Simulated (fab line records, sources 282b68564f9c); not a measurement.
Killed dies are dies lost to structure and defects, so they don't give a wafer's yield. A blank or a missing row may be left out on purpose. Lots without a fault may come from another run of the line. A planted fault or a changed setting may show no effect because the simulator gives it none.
fab line records | flow rit_cmos
record lots=15 wafers=45 last_day=7
route steps=202 shown PSD@147 M1@202
lots that met no fault: from a run of the same line without faults
start_h: hours from the record's first day to the start of the lot's first wafer shown | wait_h: hours since the lot's step before | " the same as in the row above | L1.1+2: a row that stands for several wafers | - no value, or no start given | * or withheld: withheld | < > ~ a bound
route shown NAME@n: a module of which the file shows steps, and the number in the route of the first | usual: mean/standard deviation of fault-free wafers | same: alike in all rows | chamber/n: place in a boat | sites: the reading at each site | _std_site: their standard deviation | _edge_site: outer sites' mean less inner sites' | radius_mm: how far each site lies from the wafer's centre | mask NAME#n: copy n | behind: the tool/chamber that last shaped the wafer | hold: why the lot was held/for how many hours/how that ended | device: the transistor (n, p or np) that didn't switch | end of line: the same wafers' tests at the end of the route | a step without rows: its recipe alone | killed: dies lost to structure and defects at the first sort, not the wafer's yield | map: a wafer's dies, x killed, . not, _ none there
set.NAME: the setting as run; set.NAME@STEP: as run at that earlier step | model.NAME: the simulator's own value behind a step, which no gauge read
steps of the route over a sample of lots; a table a step, a row a wafer
## steps
# step RIT_PSD_DEVELOP_05
# recipe resist=NOVOLAK develop_time_s=50 dev_temp_c=23
# usual developer_temp_C=22.98/0.11
# columns lot.wafer tool chamber start_h wait_h developer_temp_C
L431.1 litho_track-04 0 51 - 23.03
L431.4 " 0 " " 23.08
L431.5 " 0 " " 23.02
L435.2 litho_track-03 0 75 - 22.96
L435.4 " 0 " " 22.97
L435.6 " 0 " " 22.95
L436.1 litho_track-01 0 80 - 22.97
L436.2 " 0 " " 22.99
L436.3 " 0 " " 23.10
L437.2 litho_track-01 0 84 - 23.02
L437.4 " 0 " " 22.97
L437.5 " 0 " " 23.01
L438.2 litho_track-03 0 89 - 22.82
L438.4 " 0 " " 22.86
L438.6 " 0 " " 22.81
L439.1 litho_track-01 0 97 - 23.06
L439.3 " 0 " " 22.83
L439.5 " 0 " " 22.78
L441.4 litho_track-04 0 105 - 22.86
L441.5 " 0 " " 22.84
L441.6 " 0 " " 22.82
L442.2 litho_track-04 0 110 - 23.00
L442.4 " 0 " " 22.95
L442.5 " 0 " " 23.04
L443.1 litho_track-01 0 112 - 23.05
L443.4 " 0 " " 23.06
L443.5 " 0 " " 23.15
L444.2 litho_track-01 0 116 - 22.75
L444.3 " 0 " " 23.00
L444.5 " 0 " " 22.89
L449.1 litho_track-04 0 143 - 20.50
L449.2 " 0 " " 20.65
L449.3 " 0 " " 20.44
L450.1 litho_track-04 0 148 - 20.69
L450.2 " 0 " " 20.86
L450.5 " 0 " " 20.82
L451.1 litho_track-03 0 151 - 22.97
L451.2 " 0 " " 23.12
L451.5 " 0 " " 23.00
L452.1 litho_track-04 0 158 - 20.87
L452.3 " 0 " " 20.71
L452.4 " 0 " " 20.77
L453.1 litho_track-03 0 162 - 23.00
L453.2 " 0 " " 22.90
L453.4 " 0 163 - 23.00
# step RIT_M1_PROBE_99
# usual killed_at_contacts=0.1/0.3 killed_at_front_end=6.7/2.6 killed_dies=6.8/2.6 killed_on_rim=1.9/1.3 killed_open=3.3/1.7 killed_short=3.4/2
# same gross_dies=264 killed_at_M0_to_M3=0 killed_at_M4_up=0 killed_at_back_side=0 killed_at_other=0
# columns lot.wafer tool chamber start_h wait_h killed_at_contacts killed_at_front_end killed_dies killed_on_rim killed_open killed_short
L435.2 prober-01 - 83.99 0.1 0 8 8 2 4 4
L435.4 prober-01 - 84.09 0.2 0 8 8 3 4 4
L435.6 prober-01 - 84.19 0.2 0 6 6 3 1 4
L441.4 prober-01 - 113.81 0.2 0 7 7 5 6 1
L441.5 prober-01 - 113.86 0.2 0 5 5 2 1 4
L441.6 prober-01 - 113.91 0.2 0 4 4 2 1 3
L442.2 prober-01 - 119.36 0.1 0 10 10 2 7 3
L442.4 prober-01 - 119.46 0.2 0 3 3 0 1 2
L442.5 prober-01 - 119.51 0.2 0 7 7 0 4 3
L449.1 prober-01 - 151.72 0.1 1 6 7 2 1 6
L449.2 prober-01 - 151.77 0.1 0 11 11 4 5 6
L449.3 prober-01 - 151.82 0.2 1 7 8 1 2 6
L450.1 prober-02 - 157.47 0.1 0 10 10 5 4 6
L450.2 prober-02 - 157.52 0.1 0 4 4 2 3 1
L450.5 prober-02 - 157.67 0.2 0 5 5 2 5 0
L452.1 prober-02 - 167.03 0.1 0 7 7 2 4 3
L452.3 prober-02 - 167.13 0.2 0 9 9 5 5 4
L452.4 prober-02 - 167.18 0.2 0 11 11 5 6 5
L453.1 prober-01 - 171.80 0.1 0 7 7 4 5 2
L453.2 prober-01 - 171.85 0.1 0 9 9 1 4 5
L453.4 prober-01 - 171.95 0.2 0 5 5 1 2 3
# killed by level:class
L435.2 REOX:geometric_particle:short=3 GATE:geometric_particle:open=2 FOX2:geometric_particle:open=1 GATE:geometric_particle:short=1 SPACER:geometric_particle:open=1
L435.4 GATE:geometric_particle:short=3 GATE:geometric_particle:open=2 ACTIVE:geometric_particle:open=1 FOX1:geometric_particle:open=1 FOX1:geometric_particle:short=1
L435.6 REOX:geometric_particle:short=3 GATE:geometric_particle:short=1 SILICIDE:geometric_particle:open=1 PLDD:coat_microbubble_printed=1
L441.4 GATE:geometric_particle:open=5 SPACER:geometric_particle:short=1 SILICIDE:geometric_particle:open=1
L441.5 GATE:geometric_particle:short=2 SPACER:geometric_particle:short=2 FOX1:geometric_particle:open=1
L441.6 GATE:geometric_particle:open=1 GATE:geometric_particle:short=1 REOX:geometric_particle:short=1 SPACER:geometric_particle:short=1
L442.2 GATE:geometric_particle:open=4 FOX1:geometric_particle:open=1 FOX2:geometric_particle:short=1 GATE:geometric_particle:short=1 REOX:geometric_particle:open=1 SILICIDE:geometric_particle:open=1 SILICIDE:geometric_particle:short=1
L442.4 GATE:geometric_particle:short=2 FOX1:geometric_particle:open=1
L442.5 GATE:geometric_particle:open=2 REOX:geometric_particle:short=2 FOX2:geometric_particle:open=1 GATE:geometric_particle:short=1 SILICIDE:geometric_particle:open=1
L449.1 GATE:geometric_particle:short=3 FOX1:geometric_particle:short=1 FOX2:geometric_particle:short=1 SPACER:geometric_particle:open=1 CONTACT:geometric_particle:short=1
L449.2 GATE:geometric_particle:short=5 FOX1:geometric_particle:open=3 FOX2:geometric_particle:open=1 FOX2:geometric_particle:short=1 GATE:geometric_particle:open=1
L449.3 SILICIDE:geometric_particle:short=2 GATE:geometric_particle:short=1 GATE:geometric_particle:open=1 REOX:geometric_particle:short=1 SPACER:geometric_particle:short=1 SPACER:geometric_particle:open=1 CONTACT:geometric_particle:short=1
L450.1 GATE:geometric_particle:open=2 GATE:geometric_particle:short=2 SILICIDE:geometric_particle:short=2 FOX2:geometric_particle:short=1 REOX:geometric_particle:short=1 SPACER:geometric_particle:open=1 SILICIDE:geometric_particle:open=1
L450.2 FOX2:geometric_particle:open=1 GATE:geometric_particle:open=1 GATE:geometric_particle:short=1 SILICIDE:geometric_particle:open=1
L450.5 GATE:geometric_particle:open=2 SPACER:geometric_particle:open=2 FOX1:geometric_particle:open=1
L452.1 GATE:geometric_particle:short=2 FOX1:geometric_particle:open=1 GATE:geometric_particle:open=1 REOX:geometric_particle:open=1 SPACER:geometric_particle:open=1 SPACER:geometric_particle:short=1
L452.3 FOX1:geometric_particle:open=2 FOX1:geometric_particle:short=1 GATE:geometric_particle:open=1 GATE:geometric_particle:short=1 REOX:geometric_particle:short=1 REOX:geometric_particle:open=1 SPACER:geometric_particle:short=1 SILICIDE:geometric_particle:open=1
L452.4 REOX:geometric_particle:short=2 GATE:geometric_particle:short=2 REOX:geometric_particle:open=2 SILICIDE:geometric_particle:open=2 GATE:geometric_particle:open=1 SPACER:geometric_particle:open=1 SILICIDE:geometric_particle:short=1
L453.1 SPACER:geometric_particle:open=2 FOX1:geometric_particle:open=1 GATE:geometric_particle:short=1 GATE:geometric_particle:open=1 REOX:geometric_particle:open=1 SPACER:geometric_particle:short=1
L453.2 REOX:geometric_particle:short=3 REOX:geometric_particle:open=2 FOX1:geometric_particle:open=1 FOX1:geometric_particle:short=1 GATE:geometric_particle:short=1 SILICIDE:geometric_particle:open=1
L453.4 GATE:geometric_particle:short=2 GATE:geometric_particle:open=1 REOX:geometric_particle:short=1 SILICIDE:geometric_particle:open=1
## key
first_sign step=RIT_PSD_DEVELOP_05 reading=developer_temp_C direction=down sigmas=20 usual=* struck=*
effect none on later readings
met_at RIT_PSD_DEVELOP_05
struck_lots L449,L450,L452
tester_left_out L449,L450,L452
onset_between 110 143
fault kind=process_parameter_drift tool=litho_track-04 chamber=- onset_h=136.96 steps=RIT_PSD_DEVELOP_05 channel=dev_temp_c offset=* shape=step end_h=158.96 acts_in=* stated=*
# tester_left_out: of these lots the tester's yield and bins aren't shown, on N5 and GAA mostly nor the transistor test; their killed dies are dies lost to structure and defects alone, not to doping, threshold or leakage, so they don't give the yield
